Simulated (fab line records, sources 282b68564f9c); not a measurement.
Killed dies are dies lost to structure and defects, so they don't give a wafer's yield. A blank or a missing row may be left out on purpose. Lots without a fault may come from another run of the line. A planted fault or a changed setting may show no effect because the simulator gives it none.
Which tool did it? | flow rit_cmos | 13 lots, 39 wafers sampled, at 5 steps of a route of 202

WHAT THE GAUGES READ, wafer by wafer
RIT_PLDD_OVL_MEAS_06. Usual: PLDD_OVL 0.0 nm, standard deviation 1.5.
lot  | measured    | on         | PLDD_OVL (nm)  | flag
L791 | day 2 21:15 | overlay-01 | 0.8 1.0 2.5    |
L792 | day 2 23:40 | overlay-01 | -0.5 -3.6 -0.2 |
L793 | day 3 04:33 | overlay-01 | -1.9 -2.9 -1.3 |
L794 | day 3 11:27 | overlay-01 | 1.0 3.4 0.6    |
L795 | day 3 14:47 | overlay-01 | 0.7 -0.9 0.3   |
L802 | day 5 03:34 | overlay-02 | 1.2 1.3 1.2    |
L803 | day 5 08:16 | overlay-02 | 1.0 -0.5 -1.0  |
L806 | day 5 22:33 | overlay-01 | -4.2 -2.8 -2.6 |
L809 | day 6 15:34 | overlay-02 | 1.3 0.1 1.4    |
L811 | day 6 23:01 | overlay-01 | -1.1 0.8 0.5   |
L812 | day 7 04:07 | overlay-01 | 0.4 -0.8 -0.1  |
L813 | day 7 11:57 | overlay-02 | -0.7 -1.0 -1.5 |
L814 | day 7 20:04 | overlay-02 | 0.8 -0.1 2.3   |

RIT_CONTACT_OVL_MEAS_09. Usual: CONTACT_OVL -0.5 nm, standard deviation 1.5.
lot  | measured    | on         | CONTACT_OVL (nm) | flag
L791 | day 3 06:11 | overlay-01 | -0.9 -3.4 -1.2   |
L792 | day 3 08:26 | overlay-01 | -0.2 0.9 -0.1    |
L793 | day 3 13:30 | overlay-01 | 1.7 2.0 1.4      |
L794 | day 3 20:13 | overlay-01 | -1.4 -2.1 -1.4   |
L795 | day 3 23:41 | overlay-01 | -1.4 -1.4 0.2    |
L802 | day 5 14:00 | overlay-01 | 76.7 76.5 75.5   | OFF
L803 | day 5 17:33 | overlay-01 | 76.3 74.5 72.2   | OFF
L806 | day 6 07:22 | overlay-01 | -0.9 0.9 0.4     |
L809 | day 7 00:35 | overlay-01 | 0.7 0.7 0.9      |
L811 | day 7 08:37 | overlay-01 | -0.8 -1.2 -1.2   |
L812 | day 7 12:52 | overlay-02 | -1.0 -1.2 -2.2   |
L813 | day 7 20:42 | overlay-02 | 0.0 0.6 1.3      |
L814 | day 8 05:01 | overlay-01 | 0.6 -0.4 -1.1    |

RIT_M1_RS_MEAS_01: measures by four-point-probe. Usual: M1_AL_RS 0.0735 ohm/sq, standard deviation 0.00072.
lot  | measured    | on            | M1_AL_RS (ohm/sq)    | flag
L791 | day 3 07:31 | film_metro-04 | 0.0738 0.0744 0.0741 |
L792 | day 3 09:55 | film_metro-02 | 0.0748 0.0746 0.0746 |
L793 | day 3 14:50 | film_metro-04 | 0.0727 0.0736 0.0729 |
L794 | day 3 21:34 | film_metro-04 | 0.0726 0.0723 0.0729 |
L795 | day 4 01:02 | film_metro-02 | 0.0729 0.0731 0.0734 |
L802 | day 5 15:20 | film_metro-02 | 0.0733 0.0728 0.0735 |
L803 | day 5 18:55 | film_metro-03 | 0.0743 0.0741 0.0744 |
L806 | day 6 08:45 | film_metro-03 | 0.0721 0.0721 0.0730 |
L809 | day 7 01:57 | film_metro-02 | 0.0748 0.0747 0.0749 |
L811 | day 7 10:10 | film_metro-02 | 0.0740 0.0740 0.0737 |
L812 | day 7 14:14 | film_metro-02 | 0.0736 0.0723 0.0728 |
L813 | day 7 22:09 | film_metro-03 | 0.0745 0.0742 0.0745 |
L814 | day 8 06:22 | film_metro-03 | 0.0743 0.0740 0.0744 |

WHICH TOOL RAN EACH LOT (tool, then ch and the chambers of the sampled wafers, then the start)
lot  | RIT_SILICIDE_RTA_06             | RIT_CONTACT_EXPOSE_05
L791 | rtp_anneal-01 ch 0, day 3 04:56 | iline_stepper-02 ch 0, day 3 05:34
L792 | rtp_anneal-02 ch 0, day 3 07:04 | iline_stepper-01 ch 0, day 3 07:50
L793 | rtp_anneal-01 ch 0, day 3 12:14 | iline_stepper-01 ch 0, day 3 12:52
L794 | rtp_anneal-02 ch 0, day 3 18:50 | iline_stepper-01 ch 0, day 3 19:33
L795 | rtp_anneal-01 ch 0, day 3 22:23 | iline_stepper-01 ch 0, day 3 23:02
L802 | rtp_anneal-02 ch 0, day 5 12:36 | iline_stepper-02 ch 0, day 5 13:22
L803 | rtp_anneal-01 ch 0, day 5 16:13 | iline_stepper-02 ch 0, day 5 16:55
L806 | rtp_anneal-02 ch 0, day 6 05:59 | iline_stepper-01 ch 0, day 6 06:44
L809 | rtp_anneal-01 ch 0, day 6 23:13 | iline_stepper-01 ch 0, day 6 23:58
L811 | rtp_anneal-01 ch 0, day 7 07:12 | iline_stepper-01 ch 0, day 7 07:58
L812 | rtp_anneal-02 ch 0, day 7 11:36 | iline_stepper-01 ch 0, day 7 12:15
L813 | rtp_anneal-01 ch 0, day 7 19:25 | iline_stepper-01 ch 0, day 7 20:04
L814 | rtp_anneal-02 ch 0, day 8 03:46 | iline_stepper-01 ch 0, day 8 04:24
- RIT_SILICIDE_RTA_06: time 10 s, ramp up 5 s, ramp down 10 s.
- RIT_CONTACT_EXPOSE_05: exposes mask M11, target cd 1000 nm.

WHAT THE TOOLS THEMSELVES READ (means of the sampled wafers that have a number; where no wafer has one, the mark that the record gives instead)
RIT_SILICIDE_RTA_06. Usual: wafer_temp_C_max 753.8, standard deviation 0.79.
lot  | tool          | wafer_temp_C_max | flag
L791 | rtp_anneal-01 | 754.5            |
L792 | rtp_anneal-02 | 753.3            |
L793 | rtp_anneal-01 | 753.6            |
L794 | rtp_anneal-02 | 754.1            |
L795 | rtp_anneal-01 | 754.1            |
L802 | rtp_anneal-02 | 752.8            |
L803 | rtp_anneal-01 | 754.0            |
L806 | rtp_anneal-02 | 753.2            |
L809 | rtp_anneal-01 | 753.9            |
L811 | rtp_anneal-01 | 753.5            |
L812 | rtp_anneal-02 | 752.9            |
L813 | rtp_anneal-01 | 754.6            |
L814 | rtp_anneal-02 | 753.7            |

THE ANSWER, worked out from the rows above alone
Rule: a lot is off if the mean of its wafers that have a number lies more than 3 standard deviations from the usual mean. A lot without any number at a reading at which 4 lots or more have one is off too. The other lots that the step has rows for count as sound. The gauges are gone through in route order, then the tools' own readings, and for those a lot's mean is taken as printed above. The first step at which some lot is off is used, and at that step the reading that is off furthest; a lot without a number counts as furthest.
Off: L802, L803, at RIT_CONTACT_OVL_MEAS_09 (CONTACT_OVL).
A tool fits if, at a process step before that reading, it ran every lot that is off, and no sound lot after the first of them. The gauges at RIT_CONTACT_OVL_MEAS_09 are tried like those tools. One fits: iline_stepper-02 at RIT_CONTACT_EXPOSE_05. Its last sound lot is L791 (day 3 05:34), its first lot that is off L802 (day 5 13:22): a fault that began between those two fits.

WHAT THE SIMULATOR HAD PUT IN
Scanner matching overlay: iline_stepper-02, from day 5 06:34 on, at RIT_CONTACT_EXPOSE_05. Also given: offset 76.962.
Lots struck among those shown: L802, L803. The rule above found the same.
